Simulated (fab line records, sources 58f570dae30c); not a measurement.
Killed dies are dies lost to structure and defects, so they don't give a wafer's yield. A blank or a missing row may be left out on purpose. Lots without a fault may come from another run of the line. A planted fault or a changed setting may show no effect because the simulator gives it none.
Problem report in the 8D (eight disciplines) form, filled by code | flow berkeley_cmos170 | the parts of the form that need people (team, actions taken, sign-off) are left out

1. THE PROBLEM
tilt_deg at UCB170_NLDD_IMPLANT_08 reads a mean of 7.450 degrees on 6 wafers of 2 lots; wafers without a fault read 6.996 degrees with a standard deviation of 0.019. That is +24 standard deviations from the usual mean.
First seen on wafer L898.1, day 9 03:31, on implanter-02. The record holds 42 wafers of 14 lots with a number at this step. Rule for "out", or "out of limits": more than 4 standard deviations from the usual mean. The other wafers with a number count as sound.

2. WHAT IT IS AND WHAT IT IS NOT
question                    | is                     | is not
which readings at this step | tilt_deg               | -
which lots                  | L898, L903             | L887, L889, L891, L892, L893, L895, L896, L897, L900, L902, L905, L910
which wafers of those lots  | all that have a number | -
read on which tools         | implanter-02           | implanter-01, implanter-03
when                        | from day 9 03:31       | up to then (24 sound wafers); but 12 sound wafers of L900, L902, L905, L910 came after

3. SUSPECTS, AND WHAT RULES EACH OUT
Counting: a tool at a process step up to the reading stays a suspect if it ran every lot that is out and no sound lot after the first of them.
- implanter-02 at UCB170_NLDD_IMPLANT_08: kept. It ran every lot that is out, first L898 (day 9 03:31), and no sound lot after that; its last sound lot up to then is L897 (day 8 12:40). Its own readings are out on those wafers: tilt_deg.
Left after counting: implanter-02 at UCB170_NLDD_IMPLANT_08.

4. THE CAUSE (what the simulator had put in)
Process parameter drift: implanter-02, from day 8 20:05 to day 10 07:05, at UCB170_NLDD_IMPLANT_08. Setting tilt_deg, moved by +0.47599, from 7. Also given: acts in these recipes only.
Counting left only this tool.

5. THE CHAIN OF EFFECTS, in route order
Each row: a reading whose mean over the struck wafers that have a number lies more than 3 standard deviations from the usual. Only readings for which the record gives a usual standard deviation are gone through. hours: the time from each lot's start at the first step in this table that gives one to its start at this step, as a median over the lots. sigmas: the change in usual standard deviations.
hours | step                   | reading  | usual         | on struck wafers | change | sigmas
0     | UCB170_NLDD_IMPLANT_08 | tilt_deg | 6.996 degrees | 7.450            | +0.454 | +24
The process steps in it:
- UCB170_NLDD_IMPLANT_08
Later measuring or inspecting steps at which every struck wafer that the step has a row for has a number for every such reading, and none has moved that far: UCB170_SDANNEAL_RS_MEAS_03.

6. WHAT WOULD HAVE CAUGHT IT SOONER
In this record the first reading out of limits was taken at day 9 03:31, 7 hours after the fault began at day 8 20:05.
